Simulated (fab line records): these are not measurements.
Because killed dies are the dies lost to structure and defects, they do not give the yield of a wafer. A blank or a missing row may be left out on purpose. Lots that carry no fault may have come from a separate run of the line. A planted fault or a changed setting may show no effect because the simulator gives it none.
Code-filled problem report in 8D (eight disciplines) form + flow berkeleyCmos170 + the parts of the form that need people (team, actions taken, sign-off) are left out

== 1. WHAT WENT WRONG ==
oesProductAu at UCB170_PLDD_STRIP_10 reads a mean of 0.675 a.u. on 6 wafers of 2 lots; wafers without a fault read 0.734 a.u. with a standard deviation of 0.0046. Measured from the usual mean, that is -13 standard deviations.
The step: strips in O2.
The first sign was on wafer L782.1 at day 9 00:46, on plasmaAsher-03. The record holds 42 wafers of 14 lots with a number at this step. Rule for "out", or "out of limits": more than 4 standard deviations from the usual mean. The other wafers with a number count as sound.

== 2. WHAT IT IS; WHAT IT IS NOT ==
| question                    | is                     | is not                                                                    |
|-----------------------------|------------------------|---------------------------------------------------------------------------|
| which readings at this step | oesProductAu           | drypumpMotorCurrentA, o2FlowSccm, stripTimeToEndpointS                    |
| which lots                  | L782, L787             | L769, L772, L773, L774, L775, L776, L777, L778, L779, L781, L785, L792    |
| which wafers of those lots  | all that have a number | -                                                                         |
| read on which tools         | plasmaAsher-03         | plasmaAsher-01, plasmaAsher-02                                            |
| when                        | from day 9 00:46       | up to then (30 sound wafers); but 6 sound wafers of L785, L792 came after |

== 3. WHAT RULES OUT EACH SUSPECT ==
Counting: a tool at a process step up to the reading stays a suspect if it ran every lot that is out and no sound lot after the first of them.
- plasmaAsher-03 at UCB170_PLDD_STRIP_10 (strips in O2): kept. It processed each lot that is out, first L782 at day 9 00:46, and no sound lot thereafter; up to then, the last sound lot it processed was L781 at day 8 17:13. On those wafers its own readings are out: oesProductAu.
After counting, what remains is plasmaAsher-03 at UCB170_PLDD_STRIP_10.

== 4. THE CAUSE (what the simulator had put in) ==
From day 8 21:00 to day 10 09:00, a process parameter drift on plasmaAsher-03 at UCB170_PLDD_STRIP_10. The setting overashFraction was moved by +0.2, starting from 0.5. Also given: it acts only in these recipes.
This tool alone remained once counting was done.

== 5. THE CHAIN OF EFFECTS, in route order ==
Each row: a reading where the mean over the struck wafers with a number is more than 3 standard deviations away from the usual. Only readings for which the record gives a usual standard deviation are gone through. hours: the time from each lot's start at the first step in this table that gives one to its start at this step, as a median over the lots. sigmas: the change in usual standard deviations.
| hours | step                 | reading      | usual      | on struck wafers | change | sigmas |
|-------|----------------------|--------------|------------|------------------|--------|--------|
| 0     | UCB170_PLDD_STRIP_10 | oesProductAu | 0.734 a.u. | 0.675            | -0.059 | -13    |
It contains these process steps:
- UCB170_PLDD_STRIP_10: strips in O2.

== 6. HOW IT WOULD HAVE BEEN CAUGHT EARLIER ==
4 hours passed between the start of the fault at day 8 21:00 and the first reading out of limits in this record, taken at day 9 00:46.
